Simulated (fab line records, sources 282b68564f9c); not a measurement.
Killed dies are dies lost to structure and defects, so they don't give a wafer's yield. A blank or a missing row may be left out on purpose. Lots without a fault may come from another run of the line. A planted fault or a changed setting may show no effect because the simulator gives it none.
A struck lot beside a sound one | flow rit_cmos | 45 steps out of a route of 202
Sound: wafers L686.1, L686.4, L686.6. Struck: wafers L688.1, L688.2, L688.5. The cause comes at the end.
At each step with rows: each side's tool, then ch and its chambers, then its first start. Under that, the readings that differ: sound wafers | struck wafers | difference of the means | sigmas: that difference in standard deviations of wafers without a fault.
alike: readings whose means differ by less than 2 such deviations, and words and numbers that are the same on both sides. not compared: withheld readings, readings that some wafer has no value for, bounds like >300 that may hide the same value, and numbers for which the record gives no deviation and whose values overlap.
The two part at a step that has a row with sigmas, a row that says differs or no value, or rows on one side only. Numbers that don't overlap but have no deviation are shown without sigmas and don't part them. A reading that every wafer of one side lacks parts them only if that side has two wafers or more.

first, 1 step without rows for these wafers: RIT_ACTIVE_DEVELOP_10 (develop time 50 s).
RIT_ACTIVE_CD_MEAS_11: target cd 1400 nm.
  sound on cd_sem-02, day 4 07:34; struck on cd_sem-01, day 4 17:26
  alike: cd_nm
then, 1 step without rows for these wafers: RIT_ACTIVE_HARDBAKE_12 (time 60 s).
RIT_ACTIVE_ETCH_13: etches Si3N4 in SF6, stops on SiO2, time 210 s, target depth 210 nm.
  sound on rie_diel-02 ch 0,1,2, day 4 07:50; struck on rie_diel-04 ch 0,1,2, day 4 17:43
  alike: drypump_motor_current_A, oes_product_au, throttle_valve_pct
  not compared: rf_hours_counter_h
RIT_ACTIVE_STRIP_14: strips in O2, time 180 s.
  sound on plasma_asher-04 ch 0, day 4 07:58; struck on plasma_asher-04 ch 0,1, day 4 17:50
  alike: drypump_motor_current_A, rf_refl_power_W
  not compared: rf_hours_counter_h
RIT_ACTIVE_CD_MEAS_90: target cd 1400 nm.
  sound on cd_sem-02, day 4 08:08; struck on cd_sem-02, day 4 18:01
  alike: cd_nm
then, 4 steps without rows for these wafers: RIT_ACTIVE_CLEAN_15 (cleans in SC1, time 600 s); RIT_ACTIVE_CLEAN_16 (cleans in dHF, time 30 s); RIT_ACTIVE_CLEAN_17 (cleans in SC2, time 600 s); RIT_FOX1_OXIDATION_00 (target thk 350.7 nm, ox time 1130 s).
RIT_FOX1_THK_MEAS_01:
  sound on film_metro-04, day 4 09:59; struck on film_metro-02, day 4 20:38
  alike: FOX1_OXIDE_THK
then, 1 step without rows for these wafers: RIT_FOX1_WET_ETCH_02 (etches SiO2 in BOE, target depth 350 nm, time 390 s).
RIT_FOX2_OXIDATION_00: target thk 350.7 nm, ox time 1130 s.
  sound on furnace-02 ch 0, day 4 10:10; struck on furnace-02 ch 0, day 4 20:59
  reading                                     | sound             | struck            | difference | sigmas
  ox_time_s (s)                               | 1130 1130 1130    | 508.5 508.5 508.5 | -621.5     |
  model.SiO2_of_FOX2_OXIDATION_00.thk_nm (nm) | 342.6 342.9 342   | 214.7 213.8 214.3 | -128.2     |
  model.Si3N4_of_ACTIVE_CVD_03.thk_nm (nm)    | 132.2 132.3 131.9 | 134.5 134.9 135.1 | +2.7       |
  alike: ox_temp_c_max
RIT_FOX2_THK_MEAS_01:
  sound on film_metro-01, day 4 11:28; struck on film_metro-03, day 4 22:17
  reading             | sound       | struck      | difference | sigmas
  FOX2_OXIDE_THK (nm) | 342 343 342 | 215 214 214 | -128       | -21
RIT_FOX2_CLEAN_02: cleans in dHF, time 180 s.
  sound on wet_bench-04 ch 2, day 4 11:32; struck on wet_bench-04 ch 3, day 4 22:21
  reading                                  | sound             | struck          | difference | sigmas
  model.Si3N4_of_ACTIVE_CVD_03.thk_nm (nm) | 131.8 131.9 131.5 | 134 134.5 134.6 | +3         |
then, 1 step without rows for these wafers: RIT_FOX2_WET_ETCH_03 (etches Si3N4 in H3PO4, target depth 195 nm, time 2700 s).
RIT_FOX2_THK_MEAS_90:
  sound on film_metro-03, day 4 12:21; struck on film_metro-02, day 4 23:10
  reading                     | sound       | struck      | difference | sigmas
  FIELD_OXIDE_LEFT_1_THK (nm) | 315 315 315 | 188 187 187 | -128       | -21
then, 6 steps without rows for these wafers: RIT_NWELL_HMDS_00 (prime time 60 s); RIT_NWELL_COAT_01 (resist thk 1300 nm); RIT_NWELL_SOFTBAKE_02 (time 60 s); RIT_NWELL_EXPOSE_03 (exposes mask M2, target cd 43900 nm); RIT_NWELL_PEB_04; RIT_NWELL_DEVELOP_05 (develop time 68 s).
RIT_NWELL_OVL_MEAS_06:
  sound on overlay-01, day 4 13:17; struck on overlay-02, day 5 00:14
  alike: NWELL_OVL
then, 2 steps without rows for these wafers: RIT_NWELL_HARDBAKE_07 (time 120 s); RIT_NWELL_IMPLANT_08.
RIT_NWELL_STRIP_09: strips in O2, time 180 s.
  sound on plasma_asher-02 ch 0, day 4 13:43; struck on plasma_asher-03 ch 0,1, day 5 00:40
  reading                     | sound       | struck      | difference | sigmas
  drypump_motor_current_A (A) | 6.1 6.1 6.2 | 5.1 5.4 5.1 | -0.9       | -2
  alike: rf_refl_power_W
  not compared: rf_hours_counter_h
RIT_NWELL_TW_MEAS_10:
  sound on film_metro-04, day 4 13:54; struck on film_metro-02, day 5 00:51
  alike: NWELL_TW
then, 6 steps without rows for these wafers: RIT_PWELL_HMDS_00 (prime time 60 s); RIT_PWELL_COAT_01 (resist thk 1300 nm); RIT_PWELL_SOFTBAKE_02 (time 60 s); RIT_PWELL_EXPOSE_03 (exposes mask M3, target cd 43700 nm); RIT_PWELL_PEB_04; RIT_PWELL_DEVELOP_05 (develop time 68 s).
RIT_PWELL_OVL_MEAS_06:
  sound on overlay-02, day 4 15:01; struck on overlay-02, day 5 01:55
  alike: PWELL_OVL
then, 2 steps without rows for these wafers: RIT_PWELL_HARDBAKE_07 (time 120 s); RIT_PWELL_IMPLANT_08.
RIT_PWELL_STRIP_09: strips in O2, time 180 s.
  sound on plasma_asher-03 ch 0,1, day 4 15:27; struck on plasma_asher-03 ch 0,1, day 5 02:21
  alike: drypump_motor_current_A, rf_refl_power_W
  not compared: rf_hours_counter_h
RIT_PWELL_TW_MEAS_10:
  sound on film_metro-04, day 4 15:38; struck on film_metro-02, day 5 02:31
  alike: PWELL_TW
then, 1 step without rows for these wafers: RIT_WELLDRIVE_ANNEAL_00 (time 14700 s).
RIT_WELLDRIVE_RS_MEAS_01: measures by four-point-probe.
  sound on film_metro-03, day 4 20:46; struck on film_metro-04, day 5 08:23
  alike: NWELL_RS
RIT_WELLDRIVE_RS_MEAS_02: measures by four-point-probe.
  sound on film_metro-03, day 4 20:53; struck on film_metro-04, day 5 08:30
  alike: PWELL_RS
RIT_FOX2_THK_MEAS_91:
  sound on film_metro-03, day 5 00:40; struck on film_metro-01, day 5 12:35
  reading                     | sound       | struck      | difference | sigmas
  FIELD_OXIDE_LEFT_2_THK (nm) | 246 247 246 | 120 119 119 | -127       | -20
RIT_SILICIDE_WET_ETCH_00: etches SiO2 in BOE, target depth 14 nm, time 15 s.
  sound on wet_bench-04 ch 0, day 5 20:01; struck on wet_bench-01 ch 3, day 6 06:05
  reading                                     | sound             | struck            | difference | sigmas
  model.SiO2_of_FOX2_OXIDATION_00.thk_nm (nm) | 143.5 142.1 140.7 | 12.99 14.97 13.41 | -128.31    |
RIT_M1_PROBE_99:
  sound on prober-01, day 6 02:46; struck on prober-01, day 6 13:03
  reading                             | sound                | struck              | difference | sigmas
  model.etest.nldd.width_nm (nm)      | 3206 3203 3184       | 3264 3289 3278      | +79        |
  model.etest.pldd.width_nm (nm)      | 3201 3194 3168       | 3251 3269 3268      | +75        |
  model.etest.pplus_sal.width_nm (nm) | 3448 3461 3446       | 3577 3541 3543      | +102       |
  model.etest.nplus_sal.width_nm (nm) | 3450 3447 3452       | 3556 3557 3522      | +95        |
  model.etest.pwell.rs_ohm_sq         | 419.6 416.8 416      | 386 385.5 384.1     | -32        |
  model.etest.nmos_narrow.drive_ua_um | 225.5 231.5 225.6    | 249.5 260.4 247.1   | +24.8      |
  model.etest.field_n.vt_v (V)        | 33.38 33.5 33.27     | 20.32 20.27 20.24   | -13.11     |
  model.etest.field_p_metal.vt_v (V)  | -30.98 -30.76 -30.71 | -42.54 -43.62 -43.6 | -12.44     |
  alike: killed_at_front_end, killed_dies, killed_on_rim, killed_open, killed_short

WHERE THEY PART
First at RIT_FOX2_THK_MEAS_01; last, within this record, at RIT_FOX2_THK_MEAS_91. Later steps at which nothing parts them and some readings are alike: RIT_M1_PROBE_99.

WHY: what the simulator had put in
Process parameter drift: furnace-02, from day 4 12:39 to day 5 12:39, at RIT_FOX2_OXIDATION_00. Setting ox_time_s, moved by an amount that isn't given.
